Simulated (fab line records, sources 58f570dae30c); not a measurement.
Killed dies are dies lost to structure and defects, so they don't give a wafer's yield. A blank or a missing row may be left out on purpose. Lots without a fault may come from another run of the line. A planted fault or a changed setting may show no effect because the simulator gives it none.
Split-lot experiment | flow berkeley_cmos170 | 5 lots, 23 wafers read, on a route of 331 steps

THE SPLIT
At UCB170_NSD_PEB_04, the setting peb_temp_c was moved away from the recipe's 130 C on 5 of the 23 wafers read, by -2.7% to -2.0%. The other wafers ran this setting at the recipe's value.

FROM THE SPLIT TO THE READING: what the file shows between them, 1 step
- UCB170_NSD_DEVELOP_05: develop time 45 s

THE READING
cd_nm, in nm, at UCB170_NSD_CD_MEAS_06 (target cd 1200 nm). Fault-free wafers of this fab line usually give 1200.5 nm, standard deviation 1.3 nm.

wafer  | tool, chamber at the split | peb_temp_c as run, C | against the recipe | cd_nm, nm | against lot-mates on the recipe
L076.1 | litho_track-02, 0          | 130                  | recipe             | 1201.7    | -
L076.2 | litho_track-02, 0          | 130                  | recipe             | 1201.0    | -
L076.4 | litho_track-02, 0          | 130                  | recipe             | 1201.5    | -
L076.5 | litho_track-02, 0          | 130                  | recipe             | 1201.3    | -
L076.6 | litho_track-02, 0          | 130                  | recipe             | 1202.6    | -
L078.1 | litho_track-02, 0          | 127.4                | -2.0%              | 1183.4    | -18.5
L078.2 | litho_track-02, 0          | 130                  | recipe             | 1202.2    | -
L078.3 | litho_track-02, 0          | 127.4                | -2.0%              | 1182.5    | -19.4
L078.5 | litho_track-02, 0          | 130                  | recipe             | 1201.2    | -
L078.6 | litho_track-02, 0          | 130                  | recipe             | 1202.2    | -
L079.1 | litho_track-03, 0          | 130                  | recipe             | 1202.0    | -
L079.4 | litho_track-03, 0          | 130                  | recipe             | 1199.3    | -
L079.6 | litho_track-03, 0          | 130                  | recipe             | 1199.5    | -
L082.2 | litho_track-03, 0          | 130                  | recipe             | 1200.0    | -
L082.3 | litho_track-03, 0          | 130                  | recipe             | 1202.5    | -
L082.4 | litho_track-03, 0          | 130                  | recipe             | 1201.0    | -
L082.5 | litho_track-03, 0          | 130                  | recipe             | 1202.3    | -
L082.6 | litho_track-03, 0          | 130                  | recipe             | 1201.9    | -
L084.1 | litho_track-01, 0          | 130                  | recipe             | 1198.3    | -
L084.2 | litho_track-01, 0          | 130                  | recipe             | 1199.3    | -
L084.3 | litho_track-01, 0          | 126.5                | -2.7%              | 1171.6    | -27.2
L084.4 | litho_track-01, 0          | 126.5                | -2.7%              | 1172.5    | -26.3
L084.5 | litho_track-01, 0          | 126.5                | -2.7%              | 1171.5    | -27.3

THE FIT
A straight line over all 23 wafers: cd_nm changes by +10.4 nm for each +1% of peb_temp_c; r = +0.99; the points scatter about the line by 1.5 nm.
The same after taking each lot's own level away (the mean of its wafers on the recipe; 23 wafers): +9.87 nm for each +1%; r = +1.00; scatter 0.82 nm.
On that fit, the largest move of peb_temp_c shifts the reading by 27 nm.
The lots' own levels span 1198.80 to 1201.87 nm, that is 2.4 times the standard deviation above.
So the lot-to-lot level changes the slope little: the two slopes agree.
Check: with one of the wafers moved furthest among these (-2.7%) left out of the fit, the line predicts -26.3 nm for it against its lot-mates. It came out at -27.2 nm against them.

OTHER SPLITS ON THESE WAFERS
These wafers also went through other splits before the reading. Each is held against what the fit with the lots' levels taken away leaves over:
other split on the same wafers    | wafers away from the commonest value | r with cd_nm (lot level and that fit taken away)
UCB170_GATE_COAT_07 spin_rpm      | 8                                    | -0.18
UCB170_PLDD_IMPLANT_09 energy_kev | 10                                   | +0.00
UCB170_NLDD_COAT_01 resist_thk_nm | 12                                   | +0.11
UCB170_SPACER_ANNEAL_02 temp_c    | 10                                   | +0.06

THE FILE'S OWN FIT
cd_nm changes by +9.82 nm for each +1% of peb_temp_c, r = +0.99.
